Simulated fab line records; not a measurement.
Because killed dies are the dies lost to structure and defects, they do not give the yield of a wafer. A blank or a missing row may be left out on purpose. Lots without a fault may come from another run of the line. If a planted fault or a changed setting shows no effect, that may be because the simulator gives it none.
fab line records ; flow ritCmos
[record] lots = 6; wafers = 18; lastDay = 7
route steps=202 shown NRETRO@60 PRETRO@64 M1@202
lots that met no fault: taken from a fault-free run of the same line
startH: the number of hours between the record's first day and the start of the first shown wafer of the lot ; waitH: time in hours since the lot's previous step ; " as in the row above ; L1.1+2: a row that stands for several wafers ; - no value, or no start given ; * or withheld: withheld ; < > ~ a bound
route shown NAME@n: names a module that has steps shown in the file, with the first one's number in the route ; usual: the fault-free wafers' mean and standard deviation ; same: alike in all rows ; chamber/n: place in a boat ; sites: each site's reading ; _std_site: how widely they spread, as a standard deviation ; _edge_site: inner sites' mean taken away from outer sites' mean ; radiusMm: how far each site lies from the wafer's centre ; mask NAME#n: copy n ; behind: tool/chamber where the wafer was last shaped ; hold: cause of the lot's hold/its duration in hours/its outcome ; device: which transistor (n, p or np) failed to switch ; end of line: tests run on the same wafers once the route is complete ; where a step has no rows: the recipe by itself ; killed: at the first sort, the dies lost to defects and structure; wafer yield is something else ; map: the dies of a wafer, with x for killed, . for not killed, _ for no die there
set.NAME: the setting as run; set.NAME@STEP: as run at that earlier step ; model.NAME: the simulator's own value behind a step, which no gauge read
certain route steps with their lots: each step a table, each wafer a row
services: when a tool's chamber went out of use (startH, in hours from the record's first day, below 0 if earlier), for how many hours, and the reason
[[steps]]
[step RIT_NRETRO_HARDBAKE_07]
[recipe] resist = NOVOLAK; tempC = 140; timeS = 120
[step RIT_NRETRO_IMPLANT_08]
[recipe] species = P; energyKev = 70; doseCm2 = 1e+13; tiltDeg = 7
[step RIT_NRETRO_STRIP_09]
[recipe] chemistry = O2; timeS = 180; resist = NOVOLAK; platenTempC = withheld; powerW = 500; pressureMtorr = 4000; o2FlowSccm = 4000
[usual] drypumpMotorCurrentA = 5.7/0.32
lot.wafer;tool;chamber;startH;waitH;drypumpMotorCurrentA;rfHoursCounterH
L882.1;plasmaAsher-02;0;40.31;0.1;5.2;40
L882.3;plasmaAsher-02;1;40.31;0.1;6.0;-
L882.4;plasmaAsher-02;0;40.31;0.1;5.1;-
L892.1;plasmaAsher-01;0;86.44;0.1;5.3;46
L892.3;plasmaAsher-01;1;86.44;0.1;5.5;-
L892.5;plasmaAsher-01;0;86.44;0.1;5.3;-
L895.1;plasmaAsher-04;0;101.69;0.1;5.6;31
L895.2;plasmaAsher-04;1;101.69;0.1;6.1;31
L895.6;plasmaAsher-04;0;101.69;0.1;5.5;-
L896.1;plasmaAsher-02;1;108.34;0.1;6.1;48
L896.5;plasmaAsher-02;1;108.34;0.1;6.0;-
L896.6;plasmaAsher-02;0;108.34;0.1;5.2;-
L901.1;plasmaAsher-04;1;133.00;0.1;6.1;35
L901.3;plasmaAsher-04;0;133.00;0.1;5.6;-
L901.6;plasmaAsher-04;1;133.00;0.1;6.1;-
L904.2;plasmaAsher-04;1;147.48;0.1;6.1;37
L904.5;plasmaAsher-04;1;147.48;0.1;6.1;-
L904.6;plasmaAsher-04;0;147.48;0.1;5.6;-
[step RIT_NRETRO_TW_MEAS_10]
[usual] NRETRO_TW = 1059/4.3
lot.wafer;tool;chamber;startH;waitH;NRETRO_TW
L882.1;filmMetro-03;-;40.48;0.1;1056
L882.3;filmMetro-03;-;40.48;0.1;1053
L882.4;filmMetro-03;-;40.48;0.1;1056
L892.1;filmMetro-04;-;86.61;0.1;1057
L892.3;filmMetro-04;-;86.61;0.1;1055
L892.5;filmMetro-04;-;86.61;0.1;1059
L895.1;filmMetro-03;-;101.87;0.1;1062
L895.2;filmMetro-03;-;101.87;0.1;1063
L895.6;filmMetro-03;-;101.87;0.1;1058
L896.1;filmMetro-04;-;108.51;0.1;1057
L896.5;filmMetro-04;-;108.51;0.1;1053
L896.6;filmMetro-04;-;108.51;0.1;1053
L901.1;filmMetro-04;-;133.17;0.1;1060
L901.3;filmMetro-04;-;133.17;0.1;1064
L901.6;filmMetro-04;-;133.17;0.1;1060
L904.2;filmMetro-04;-;147.67;0.1;1058
L904.5;filmMetro-04;-;147.67;0.1;1058
L904.6;filmMetro-04;-;147.67;0.1;1059
[step RIT_PRETRO_HMDS_00]
[recipe] primeTimeS = 60; primeTempC = 140
[step RIT_PRETRO_COAT_01]
[recipe] resist = NOVOLAK; spinRpm = 2000; resistThkNm = 1300
[step RIT_PRETRO_SOFTBAKE_02]
[recipe] resist = NOVOLAK; tempC = 90; timeS = 60
[step RIT_PRETRO_EXPOSE_03]
[recipe] maskId = M5; na = 0.57; targetCdNm = 43700; doseMj = 250
[step RIT_PRETRO_PEB_04]
[recipe] resist = NOVOLAK; tempC = withheld; timeS = withheld
[step RIT_PRETRO_DEVELOP_05]
[recipe] resist = NOVOLAK; developTimeS = 68; devTempC = 23
[step RIT_PRETRO_OVL_MEAS_06]
[usual] PRETRO_OVL = -0.3/1.3
lot.wafer;tool;chamber;startH;waitH;PRETRO_OVL[nm]
L882.1;overlay-02;-;41.42;-;-0.2
L882.3;overlay-02;-;41.42;-;0.4
L882.4;overlay-02;-;41.42;-;-1.2
L892.1;overlay-01;-;87.71;-;-0.9
L892.3;overlay-01;-;87.71;-;-0.7
L892.5;overlay-01;-;87.71;-;-0.5
L895.1;overlay-01;-;102.93;-;0.6
L895.2;overlay-01;-;102.93;-;2.1
L895.6;overlay-01;-;102.93;-;1.0
L896.1;overlay-02;-;109.58;-;-2.3
L896.5;overlay-02;-;109.58;-;-1.0
L896.6;overlay-02;-;109.58;-;0.1
L901.1;overlay-02;-;134.11;-;-1.2
L901.3;overlay-02;-;134.11;-;1.1
L901.6;overlay-02;-;134.11;-;0.3
L904.2;overlay-01;-;148.61;-;1.1
L904.5;overlay-01;-;148.61;-;-0.4
L904.6;overlay-01;-;148.61;-;-0.3
[step RIT_PRETRO_HARDBAKE_07]
[recipe] resist = NOVOLAK; tempC = 140; timeS = 120
[step RIT_PRETRO_IMPLANT_08]
[recipe] species = B; energyKev = 45; doseCm2 = 1.2e+13; tiltDeg = 7
[usual] beamEnergyKeV = 44.997/0.014; doseIonsCm2 = 1.2003e+13/1.4e+10
lot.wafer;tool;chamber;startH;waitH;beamEnergyKeV;doseIonsCm2;model.implant.rpNm;model.implant.drpNm
L882.1;implanter-04;0;41.71;0.2;45.007;1.2011e+13;143.5;55.07
L882.3;implanter-04;0;41.71;0.2;45.010;1.2013e+13;143.5;55.07
L882.4;implanter-04;0;41.71;0.2;45.010;1.2017e+13;143.5;55.07
L892.1;implanter-03;0;87.99;0.2;45.017;1.199e+13;147.9;55.07
L892.3;implanter-03;0;87.99;0.2;45.000;1.1996e+13;147.9;55.07
L892.5;implanter-03;0;87.99;0.2;44.987;1.2012e+13;147.9;55.07
L895.1;implanter-04;0;103.22;0.2;60.766;1.2e+13;192.7;65.12
L895.2;implanter-04;0;103.22;0.2;60.768;1.2008e+13;192.7;65.12
L895.6;implanter-04;0;103.22;0.2;60.765;1.2013e+13;192.7;65.12
L896.1;implanter-04;0;109.95;0.2;60.739;1.1995e+13;182.9;65.12
L896.5;implanter-04;0;109.95;0.2;60.744;1.201e+13;182.9;65.12
L896.6;implanter-04;0;109.95;0.2;60.761;1.1983e+13;182.9;65.12
L901.1;implanter-02;0;134.49;0.2;44.982;1.1991e+13;148.4;55.07
L901.3;implanter-02;0;134.49;0.2;44.995;1.1991e+13;148.4;55.07
L901.6;implanter-02;0;134.49;0.2;44.988;1.1984e+13;148.4;55.07
L904.2;implanter-03;0;149.09;0.2;44.999;1.2024e+13;146.1;55.07
L904.5;implanter-03;0;149.09;0.2;44.992;1.2016e+13;146.1;55.07
L904.6;implanter-03;0;149.09;0.2;44.997;1.2011e+13;146.1;55.07
[step RIT_PRETRO_STRIP_09]
[recipe] chemistry = O2; timeS = 180; resist = NOVOLAK; platenTempC = withheld; powerW = 500; pressureMtorr = 4000; o2FlowSccm = 4000
[usual] drypumpMotorCurrentA = 5.72/0.28
lot.wafer;tool;chamber;startH;waitH;drypumpMotorCurrentA;rfHoursCounterH
L882.1;plasmaAsher-04;0;41.86;0.1;5.52;24
L882.3;plasmaAsher-04;0;41.86;0.1;5.56;-
L882.4;plasmaAsher-04;1;41.86;0.1;6.12;-
L892.1;plasmaAsher-04;0;88.14;0.1;5.54;30
L892.3;plasmaAsher-04;1;88.14;0.1;6.12;-
L892.5;plasmaAsher-04;0;88.14;0.1;5.57;-
L895.1;plasmaAsher-03;0;103.37;0.1;5.52;44
L895.2;plasmaAsher-03;1;103.37;0.1;6.01;44
L895.6;plasmaAsher-03;0;103.37;0.1;5.49;-
L896.1;plasmaAsher-04;0;110.10;0.1;5.56;32
L896.5;plasmaAsher-04;0;110.10;0.1;5.56;-
L896.6;plasmaAsher-04;1;110.10;0.1;6.10;-
L901.1;plasmaAsher-01;1;134.64;0.1;5.50;2
L901.3;plasmaAsher-01;1;134.64;0.1;5.53;-
L901.6;plasmaAsher-01;0;134.64;0.1;5.34;-
L904.2;plasmaAsher-01;0;149.21;0.1;5.35;3
L904.5;plasmaAsher-01;1;149.21;0.1;5.51;-
L904.6;plasmaAsher-01;0;149.21;0.1;5.33;-
[step RIT_PRETRO_TW_MEAS_10]
[usual] PRETRO_TW = 477/3.1
lot.wafer;tool;chamber;startH;waitH;hold;PRETRO_TW
L882.1;filmMetro-01;-;42.03;0.1;-;472
L882.3;filmMetro-01;-;42.03;0.1;-;469
L882.4;filmMetro-01;-;42.03;0.1;-;473
L892.1;filmMetro-02;-;88.32;0.1;-;475
L892.3;filmMetro-02;-;88.32;0.1;-;477
L892.5;filmMetro-02;-;88.32;0.1;-;473
L895.1;filmMetro-01;-;103.54;0.1;awaitDispo/0.2h/release;494
L895.2;filmMetro-01;-;103.54;0.1;awaitDispo/0.2h/release;496
L895.6;filmMetro-01;-;103.54;0.1;awaitDispo/0.2h/release;495
L895.1;filmMetro-01;-;103.77;0.2;-;495
L895.2;filmMetro-01;-;103.77;0.2;-;494
L895.6;filmMetro-01;-;103.77;0.2;-;496
L896.1;filmMetro-01;-;110.27;0.1;awaitDispo/0.2h/release;497
L896.5;filmMetro-01;-;110.27;0.1;awaitDispo/0.2h/release;495
L896.6;filmMetro-01;-;110.27;0.1;awaitDispo/0.2h/release;495
L896.1;filmMetro-01;-;110.50;0.2;-;495
L896.5;filmMetro-01;-;110.50;0.2;-;496
L896.6;filmMetro-01;-;110.50;0.2;-;498
L901.1;filmMetro-03;-;134.81;0.1;-;480
L901.3;filmMetro-03;-;134.81;0.1;-;478
L901.6;filmMetro-03;-;134.81;0.1;-;477
L904.2;filmMetro-01;-;149.40;0.1;-;475
L904.5;filmMetro-01;-;149.40;0.1;-;473
L904.6;filmMetro-01;-;149.40;0.1;-;473
[step RIT_M1_PROBE_99]
[usual] killedAtContacts = 0.1/0.27; killedAtFrontEnd = 7/3.1; killedDies = 7/3.1; killedOpen = 3.3/2.1; killedShort = 3.5/2
[same] grossDies = 264; killed_at_M0_to_M3 = 0; killed_at_M4_up = 0; killedAtBackSide = 0; killedAtOther = 0
lot.wafer;tool;chamber;startH;waitH;killedAtContacts;killedAtFrontEnd;killedDies;killedOpen;killedShort
L895.1;prober-02;-;134.99;0.1;0;12;12;9;3
L895.2;prober-02;-;135.04;0.1;0;14;14;7;7
L895.6;prober-02;-;135.24;0.2;0;3;3;2;1
L896.1;prober-01;-;143.96;0.1;1;2;3;1;2
L896.5;prober-01;-;144.16;0.2;0;6;6;2;4
L896.6;prober-01;-;144.21;0.2;0;2;2;1;1
L901.1;prober-01;-;163.24;0.1;0;3;3;1;2
L901.3;prober-01;-;163.34;0.2;0;11;11;4;7
L901.6;prober-01;-;163.49;0.2;0;7;7;5;2
// killed by level:class
L895.1 GATE:geometricParticle:open=3 SILICIDE:geometricParticle:open=3 FOX2:geometricParticle:open=2 GATE:geometricParticle:short=1 REOX:geometricParticle:open=1 SPACER:geometricParticle:short=1 SILICIDE:geometricParticle:short=1
L895.2 FOX2:geometricParticle:open=3 GATE:geometricParticle:short=2 SPACER:geometricParticle:open=2 GATE:geometricParticle:open=2 SPACER:geometricParticle:short=2 SILICIDE:geometricParticle:short=2 FOX1:geometricParticle:short=1
L895.6 REOX:geometricParticle:open=1 SILICIDE:geometricParticle:short=1 SILICIDE:geometricParticle:open=1
L896.1 FOX2:geometricParticle:short=1 GATE:geometricParticle:short=1 CONTACT:geometricParticle:open=1
L896.5 FOX1:geometricParticle:open=1 FOX1:geometricParticle:short=1 GATE:geometricParticle:open=1 GATE:geometricParticle:short=1 SPACER:geometricParticle:short=1 SILICIDE:geometricParticle:short=1
L896.6 REOX:geometricParticle:open=1 SILICIDE:geometricParticle:short=1
L901.1 FOX2:geometricParticle:short=1 REOX:geometricParticle:open=1 SPACER:geometricParticle:short=1
L901.3 FOX2:geometricParticle:short=3 GATE:geometricParticle:open=3 SPACER:geometricParticle:short=3 GATE:geometricParticle:short=1 REOX:geometricParticle:open=1
L901.6 GATE:geometricParticle:open=3 FOX1:geometricParticle:short=1 FOX2:geometricParticle:open=1 REOX:geometricParticle:open=1 SILICIDE:geometricParticle:short=1
[[services]]
tool;chamber;startH;hours;kind
implanter-02;-;64.63;4.8;repair
implanter-04;-;74.66;10.1;repair
implanter-03;-;89.85;3.6;pm
implanter-02;-;92.72;2.0;repair
plasmaAsher-01;-;103.58;5.6;repair
implanter-03;-;105.13;0.7;repair
plasmaAsher-01;-;109.20;9.0;pm
plasmaAsher-01;0;109.20;9.0;ventCycle
plasmaAsher-01;1;109.20;9.0;ventCycle
plasmaAsher-01;0;118.20;-;clean
plasmaAsher-01;1;118.20;-;clean
plasmaAsher-02;-;128.81;0.6;repair
plasmaAsher-03;-;131.59;4.5;repair
[[key]]
[firstSign] step = RIT_PRETRO_IMPLANT_08; reading = beamEnergyKeV; direction = up; sigmas = 99+; usual = 44.997; struck = 60.757
[effect] step = RIT_PRETRO_TW_MEAS_10; reading = visit; direction = added
[effect] step = RIT_PRETRO_TW_MEAS_10; reading = PRETRO_TW; direction = up; sigmas = 5.9; usual = 477; struck = 496
[modelEffect] step = RIT_PRETRO_IMPLANT_08; value = implant.rpNm; without = 141.9; struck = 187.8
metAt RIT_PRETRO_IMPLANT_08
struckWafers L895.1,L895.2,L895.6,L896.1,L896.5,L896.6
testerLeftOut L895,L896
onsetBetween 41.71 103.22
[fault] kind = processParameterDrift; tool = implanter-04; chamber = -; onsetH = 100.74; steps = RIT_PRETRO_IMPLANT_08; channel = energyKev; offset = 15.75; shape = step; endH = 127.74; actsIn = theseRecipesOnly; stated = 45
// testerLeftOut: of these lots the tester's yield and bins aren't shown, on N5 and GAA mostly nor the transistor test; their killed dies are dies lost to structure and defects alone, not to doping, threshold or leakage, so they don't give the yield
